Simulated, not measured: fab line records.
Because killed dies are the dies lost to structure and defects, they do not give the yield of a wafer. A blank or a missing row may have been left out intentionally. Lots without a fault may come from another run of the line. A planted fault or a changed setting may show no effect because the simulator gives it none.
A struck lot beside a sound one :: flow ritCmos :: 32 out of 202 route steps
Sound: the wafers L859.3, L859.4, L859.5. Wafers L865.2, L865.3, L865.6 were the ones struck. At the end, the cause is stated.
Per side, at each step with rows, come the tool, then ch with its chambers, and then its first start. Under that, the readings that differ: sound wafers :: struck wafers :: difference of the means :: sigmas: that difference in standard deviations of wafers without a fault.
alike: same words and numbers on both sides, and readings whose means sit less than 2 such deviations apart. not compared: any withheld reading, any reading some wafer has no value for, any bound like >300 that may hide the same value, and any number with overlapping values for which the record gives no deviation.
Wherever a step has rows on one side only, a row that says differs or no value, or a row with sigmas, the two part there. Non-overlapping numbers with no deviation appear without sigmas and do not part them. A reading missing from all wafers of one side parts the sides only when that side holds two or more wafers.

RIT_NRETRO_TW_MEAS_10:
  sound: filmMetro-03 at day 2 21:55; struck: filmMetro-02 at day 4 03:25
  alike: NRETRO_TW
then, 6 steps without rows for these wafers: RIT_PRETRO_HMDS_00 (prime time 60 s); RIT_PRETRO_COAT_01 (resist thk 1300 nm); RIT_PRETRO_SOFTBAKE_02 (time 60 s); RIT_PRETRO_EXPOSE_03 (exposes mask M5, target cd 43700 nm); RIT_PRETRO_PEB_04; RIT_PRETRO_DEVELOP_05 (develop time 68 s).
RIT_PRETRO_OVL_MEAS_06:
  sound: overlay-01 at day 2 22:59; struck: overlay-01 at day 4 04:46
  alike: PRETRO_OVL
then, 2 steps without rows for these wafers: RIT_PRETRO_HARDBAKE_07 (time 120 s); RIT_PRETRO_IMPLANT_08.
RIT_PRETRO_STRIP_09: strips in O2, time 180 s.
  sound on plasmaAsher-01 ch 0,1, day 2 23:28; struck on plasmaAsher-04 ch 0,1, day 4 05:12
reading: drypumpMotorCurrentA (A)
sound: 6.2 5.8 6.2
struck: 5.0 5.4 5.0
difference: -0.9
sigmas: -3
  not compared: rfHoursCounterH
RIT_PRETRO_TW_MEAS_10:
  sound: filmMetro-02 at day 2 23:36; struck: filmMetro-02 at day 4 05:23
  alike: PRETRO_TW
RIT_GATE_WET_ETCH_00: etches SiO2 in BOE, target depth 56 nm, time 60 s.
  sound on wetBench-04 ch 2, day 2 23:38; struck on wetBench-01 ch 0, day 4 05:26
  no value came back on the struck wafers for bathHeatDutyPct (%), runLengthS (s); on the sound wafers bathHeatDutyPct (%) reads 1.8 1.8 1.4
reading: model.SiO2_of_FOX2_OXIDATION_00.thkNm (nm)
sound: 254.1 257.2 251.2
struck: 318 318.2 321
difference: +65
sigmas: 

reading: model.SiO2_of_ACTIVE_OXIDATION_01.thkNm (nm)
sound: 0 0 0
struck: 43.1 42.5 43.22
difference: +42.9
sigmas: 
then, 4 steps without rows for these wafers: RIT_GATE_CLEAN_01 (cleans in SC1, time 600 s); RIT_GATE_CLEAN_02 (cleans in dHF, time 30 s); RIT_GATE_CLEAN_03 (cleans in SC2, time 600 s); RIT_GATE_CLEAN_04 (cleans in dHF, time 60 s).
RIT_FOX2_THK_MEAS_91:
  sound: filmMetro-04 at day 3 00:07; struck: filmMetro-04 at day 4 05:52
reading: FIELD_OXIDE_LEFT_2_THK (nm)
sound: 242 245 239
struck: 306 306 309
difference: +65
sigmas: +9
then, 9 steps without rows for these wafers: RIT_GATE_OXIDATION_05 (target thk 3 nm, ox time 270 s); RIT_GATE_ANNEAL_06 (time 600 s); RIT_GATE_CVD_08 (deposits poly-Si from SiH4, target thk 250 nm, time 2220 s); RIT_GATE_HMDS_10 (prime time 60 s); RIT_GATE_COAT_11 (resist thk 850 nm); RIT_GATE_SOFTBAKE_12 (time 60 s); RIT_GATE_EXPOSE_13 (exposes mask M6, target cd 150 nm); RIT_GATE_PEB_14; RIT_GATE_DEVELOP_15 (develop time 50 s).
RIT_GATE_CD_MEAS_16: the cd target is 150 nm.
  sound: cdSem-01 at day 3 04:09; struck: cdSem-01 at day 4 10:43
  alike: cdNm
RIT_GATE_OVL_MEAS_17:
  sound: overlay-02 at day 3 04:14; struck: overlay-02 at day 4 10:50
  alike: GATE_OVL
then, 1 step without rows for these wafers: RIT_GATE_HARDBAKE_18 (time 60 s).
RIT_GATE_ETCH_19: etches poly-Si in SF6/CHF3/O2, stops on SiO2, time 165 s, target depth 312.5 nm.
  sound on rieSi-02 ch 2,3, day 3 04:25; struck on rieSi-02 ch 0,2,3, day 4 11:01
reading: model.SiO2_of_FOX2_OXIDATION_00.thkNm (nm)
sound: 231 233.7 228.1
struck: 295.1 295.1 297.9
difference: +65.1
sigmas: 
  alike: CHF3_flow_sccm, O2_flow_sccm, drypumpMotorCurrentA, oesProductAu, throttleValvePct
  not compared: rfHoursCounterH
RIT_GATE_STRIP_20: strips in O2, time 180 s.
  sound on plasmaAsher-01 ch 0,1, day 3 04:35; struck on plasmaAsher-02 ch 0,1, day 4 11:07
  alike: drypumpMotorCurrentA
  not compared: rfHoursCounterH

## WHERE THEY PART
First at RIT_PRETRO_STRIP_09; last, within this record, at RIT_FOX2_THK_MEAS_91. Later steps at which nothing parts them and some readings are alike: RIT_GATE_CD_MEAS_16, RIT_GATE_OVL_MEAS_17, RIT_GATE_ETCH_19, RIT_GATE_STRIP_20.

WHY: the cause the simulator had injected
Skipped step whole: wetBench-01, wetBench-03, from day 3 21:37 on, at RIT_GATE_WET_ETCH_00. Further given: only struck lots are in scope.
